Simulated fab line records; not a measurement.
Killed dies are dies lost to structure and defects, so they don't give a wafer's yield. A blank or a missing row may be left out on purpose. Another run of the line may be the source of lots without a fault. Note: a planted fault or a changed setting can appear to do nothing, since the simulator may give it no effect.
Struck lot and sound lot, side by side    flow berkeleyCmos170    11 steps out of a route of 331
Sound: these wafers, L243.2, L243.3, L243.5. Wafers struck: L239.2, L239.3, L239.5. Last of all comes the cause.
Each step with rows lists, per side, the tool, then ch with its chambers, then its first start. Under that, the readings that differ: sound wafers    struck wafers    difference of the means    sigmas: that difference in standard deviations of wafers without a fault.
alike: readings with means less than 2 such deviations apart, plus words and numbers identical on both sides. not compared: withheld readings, readings lacking a value on some wafer, bounds such as >300 that could conceal the same value, and numbers that have no deviation in the record and whose values overlap.
The two part at a step that has a row with sigmas, a row that says differs or no value, or rows on one side only. Non-overlapping numbers with no deviation appear without sigmas and do not part them. A reading that every wafer of one side lacks parts them only if that side has two wafers or more.

UCB170_START_BOW_MEAS_00:
  sound on filmMetro-01 at day 4 13:01; struck on filmMetro-02 at day 3 17:01
  alike: INCOMING_BOW
then, 2 steps without rows for these wafers: UCB170_START_CLEAN_01 (cleans in dHF, time 60 s); UCB170_START_OXIDATION_02 (target thk 20 nm, ox time 1800 s).
UCB170_START_THK_MEAS_03:
  sound on filmMetro-02 at day 4 18:00; struck on filmMetro-02 at day 3 22:50
  alike: START_OXIDE_THK
then, 5 steps without rows for these wafers: UCB170_START_ANNEAL_04 (time 1200 s); UCB170_ZERO_HMDS_00 (prime time 60 s); UCB170_ZERO_COAT_01 (resist thk 900 nm); UCB170_ZERO_SOFTBAKE_02 (time 60 s); UCB170_ZERO_EXPOSE_03 (exposes mask PM MARKS, target cd 4000 nm).
UCB170_ZERO_PEB_04:
  sound on lithoTrack-01 ch 0, day 4 23:52; struck on lithoTrack-03, day 4 03:57
  no value came back on the struck wafers for chillPlateTempC (C), exhaustPa (Pa), resistLineTempC (C); on the sound wafers chillPlateTempC (C) reads 22.89 23.07 22.94
then, 1 step without rows for these wafers: UCB170_ZERO_DEVELOP_05 (develop time 45 s).

## WHERE THEY PART
Only at UCB170_ZERO_PEB_04, as far as this record shows.

WHY: what the simulator had put in
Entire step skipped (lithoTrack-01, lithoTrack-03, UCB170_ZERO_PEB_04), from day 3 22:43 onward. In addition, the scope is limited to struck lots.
